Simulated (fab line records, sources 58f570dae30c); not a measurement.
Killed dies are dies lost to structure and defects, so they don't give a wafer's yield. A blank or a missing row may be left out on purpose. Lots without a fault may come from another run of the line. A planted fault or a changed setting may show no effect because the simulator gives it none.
Chamber matching | flow berkeley_cmos170 | UCB170_M2_STRIP_08 on wet_bench-01: 4 sister chambers
The step strips KrF in DMSO, time 600 s. 14 wafers are shown with their chamber, then 7 later ones without.

WAFERS WITH THEIR CHAMBER
wafer  | chamber | bath_heat_duty_pct (%) | bath_guard_temp_C (C)
L669.2 | 2       | 17.4                   | 80.0
L669.4 | 2       | 16.7                   | 80.2
L669.6 | 2       | 17.1                   | 79.8
L683.1 | 3       | 21.7                   | 78.7
L683.2 | 3       | 22.2                   | 78.6
L683.5 | 3       | 21.8                   | 78.8
L682.1 | 0       | 17.6                   | 80.3
L682.3 | 0       | 15.5                   | 79.8
L682.4 | 0       | 16.0                   | 80.2
L686.1 | 1       | 18.3                   | 79.0
L686.2 | 1       | 17.4                   | 79.6
L686.3 | 1       | 19.4                   | 79.5
L691.1 | 0       | 17.2                   | 79.9
L691.4 | 0       | 15.3                   | 79.6

SIGNATURES (means of the wafers above)
reading            | chamber 0 | chamber 1 | chamber 2 | chamber 3 | scatter within a chamber
bath_heat_duty_pct | 16.320    | 18.367    | 17.067    | 21.900    | 0.814
bath_guard_temp_C  | 79.960    | 79.367    | 80.000    | 78.700    | 0.253
Rule: a wafer's distance from a chamber is the root of the sum, over the readings, of the square of ((its reading less the chamber's mean) divided by the reading's scatter). The wafer belongs to the nearest chamber; if the next one is less than 2 further off, it can't be placed. The scatter: the root of (the sum of the squares of (reading less its chamber's mean) over the shown wafers, divided by (wafers less chambers)).

WAFERS WITHOUT THEIR CHAMBER
wafer  | bath_heat_duty_pct (%) | bath_guard_temp_C (C)
L691.6 | 15.1                   | 80.2
L690.1 | 16.4                   | 80.0
L690.2 | 15.7                   | 80.2
L690.5 | 15.9                   | 80.5
L689.1 | 17.1                   | 79.2
L689.2 | 17.4                   | 79.8
L689.5 | 18.1                   | 79.9

WHICH CHAMBER EACH WENT THROUGH
wafer  | from the rows above          | in truth
L691.6 | can't be placed: 0 or 2      | 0
L690.1 | can't be placed: 0 or 2      | 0
L690.2 | can't be placed: 0 or 2      | 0
L690.5 | can't be placed: 0 or 2      | 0
L689.1 | can't be placed: 1 or 0 or 2 | 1
L689.2 | can't be placed: 2 or 0 or 1 | 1
L689.5 | can't be placed: 2 or 1 or 0 | 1
Placed correctly: 0 of 7. Can't be placed from these rows: 7 (the true chamber is among the candidates in 7). Placed wrongly: 0.
